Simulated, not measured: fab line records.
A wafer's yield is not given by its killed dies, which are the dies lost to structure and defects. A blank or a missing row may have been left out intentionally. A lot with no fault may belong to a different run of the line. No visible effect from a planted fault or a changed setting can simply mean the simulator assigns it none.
Problem report in the 8D (eight disciplines) form, filled by code | flow rit-cmos | the parts of the form that need people (team, actions taken, sign-off) are left out

1. THE PROBLEM
At RIT_GATE_ETCH_19, oes-product-au averages 0.739 a.u. over 3 wafers from 2 lots, while fault-free wafers read 0.841 a.u., standard deviation 0.015. Relative to the usual mean, that is a shift of -6.8 standard deviations.
The step: etches poly-Si in SF6/CHF3/O2, stops on SiO2, time 165 s, target depth 312.5 nm.
First observed at day 6 16:22: wafer L343.4, on rie-si-01. The record has a number at this step for 18 wafers belonging to 6 lots. The rule behind "out" and "out of limits": a value lying over 4 standard deviations away from the usual mean. All remaining wafers that have a number are taken as sound.

2. WHAT THIS IS AND IS NOT
question                    | is                     | is not
which readings at this step | oes-product-au         | drypump-motor-current-A, throttle-valve-pct
which lots                  | L343, L345             | L325, L326, L332, L342
which wafers of those lots  | L343.4, L343.5, L345.3 | L343.2, L345.4, L345.5
read on which tools         | rie-si-01              | rie-si-02
when                        | from day 6 16:22       | up to then (13 sound wafers); but 2 sound wafers of L345 came after

3. THE SUSPECTS, EACH WITH WHAT RULES IT OUT
Counting: a tool at a process step up to the reading stays a suspect if it ran every lot that is out. Sound lots after the first of them don't rule it out here, since some wafers of a struck lot are sound.
- rie-si-01 at RIT_GATE_ETCH_19 (etches poly-Si in SF6/CHF3/O2, stops on SiO2, time 165 s, target depth 312.5 nm): kept. Every lot that is out went through it, the first being L343 (day 6 16:22); the last sound lot it ran before that was L325 (day 3 04:09). On those wafers its own readings are out: oes-product-au.
- In rie-si-01 at RIT_GATE_ETCH_19, the wafers that are out were processed in chamber 3 and their sound lot-mates in chambers 1, 2.
After counting, what remains is rie-si-01 at RIT_GATE_ETCH_19.

4. THE CAUSE (what the simulator had put in)
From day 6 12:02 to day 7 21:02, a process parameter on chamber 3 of rie-si-01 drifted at RIT_GATE_ETCH_19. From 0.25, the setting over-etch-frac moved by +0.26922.
The count eliminated every tool but this one.

5. THE EFFECT CHAIN, in route order
Each row: a reading whose mean over the struck wafers that have a number lies more than 3 standard deviations from the usual. Only readings whose record carries a usual standard deviation are examined. hours: median over the lots of the time between each lot's start at the first step of this table that gives one and its start at this step. sigmas: the change, counted in usual standard deviations.
hours | step             | reading        | usual      | on struck wafers | change | sigmas
0     | RIT_GATE_ETCH_19 | oes-product-au | 0.841 a.u. | 0.739            | -0.102 | -6.8
Its process steps:
- RIT_GATE_ETCH_19: etches poly-Si in SF6/CHF3/O2, stops on SiO2, time 165 s, target depth 312.5 nm.

6. WHAT WOULD HAVE CAUGHT IT SOONER
4 hours passed between the start of the fault at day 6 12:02 and the first reading out of limits in this record, taken at day 6 16:22.
